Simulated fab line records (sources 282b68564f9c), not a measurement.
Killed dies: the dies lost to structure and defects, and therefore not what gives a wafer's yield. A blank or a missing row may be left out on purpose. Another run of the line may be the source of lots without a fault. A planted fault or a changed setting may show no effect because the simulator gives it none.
One fault through the eyes of 2 desks    flow rit cmos    only its own numbers are on each desk; what lay behind them is given at the end

== AT THE METROLOGY DESK ==
What the gauges read for every lot (on any tool): the sampled wafers with a number, averaged. Marked OUT: a lot whose mean sits more than 4 standard deviations from the usual mean, which makes it out of limits; the brackets give that distance.
Columns: A = ACTIVE_OXIDE_THK at RIT_ACTIVE_THK_MEAS_02, usual 47.0 nm; B = PWELL_OVL at RIT_PWELL_OVL_MEAS_06, usual 0.8 nm; C = FIELD_OXIDE_LEFT_2_THK at RIT_FOX2_THK_MEAS_91, usual 255 nm; D = GATE_POLY_THK at RIT_GATE_THK_MEAS_09, usual 250.4 nm
lot   first seen here  A               B     C    D
L862  day 1 12:53      47.4            1.2   260  248.5
L864  day 2 01:13      46.4            0.3   250  249.1
L865  day 2 05:21      47.8            -0.6  254  252.7
L866  day 2 08:35      47.0            1.4   243  250.8
L867  day 2 16:19      27.8 (-23) OUT  2.8   263  253.3
L868  day 2 19:20      29.0 (-21) OUT  1.3   251  247.0
L871  day 3 10:04      29.1 (-21) OUT  0.0   255  251.6
L874  day 4 00:07      46.5            0.4   250  248.6
L876  day 4 10:51      47.9            0.3   261  253.0
L877  day 4 19:05      47.3            0.5   251  247.4
L878  day 4 23:25      47.2            1.2   249  248.0
L880  day 5 09:20      46.6            -1.1  247  252.8
L881  day 5 14:04      45.9            2.7   261  247.6
L882  day 5 18:38      47.0            0.6   270  249.1
L884  day 6 02:59      48.0            0.0   250  249.4
This desk's finding: out of limits on L867, L868, L871; first on L867, day 2 16:19 (ACTIVE_OXIDE_THK at RIT_ACTIVE_THK_MEAS_02). Within limits: L862, L864, L865, L866, L874, L876, L877, L878, L880, L881, L882, L884.

== AT THE TOOL OWNER'S DESK: furnace-04 ==
The tool's own readings at RIT_ACTIVE_OXIDATION_01 (target thk 46.8 nm, ox time 3360 s): means of the sampled wafers that have a number, for each lot that ran on this tool. Marked OUT: a lot whose mean sits more than 4 standard deviations from the usual mean, which makes it out of limits; the brackets give that distance.
Columns: A = zone power load pct at RIT_ACTIVE_OXIDATION_01, usual 37.2 %
lot   first seen here  A
L862  day 1 10:56      38.7
L864  day 1 23:16      38.8
L867  day 2 14:23      38.8
L868  day 2 17:23      39.3
L871  day 3 08:07      39.1
This desk's finding: nothing out of limits on any of the 5 lots.

== ALL TOGETHER ==
The metrology desk could have raised an alarm at day 2 16:19, on L867, L868, L871.
Nothing out of limits was seen by the tool owner's desk.
Tool owner's desk: L867, L868, L871 on record, inside its limits.
On furnace-04, each named lot ran RIT_ACTIVE_OXIDATION_01.

== WHAT THE SIMULATOR PUT IN ==
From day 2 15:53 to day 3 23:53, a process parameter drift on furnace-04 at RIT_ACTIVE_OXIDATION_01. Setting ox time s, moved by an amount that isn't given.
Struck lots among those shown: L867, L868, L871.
Hours from the fault's start to each desk's first reading out of limits: the metrology desk, 0.
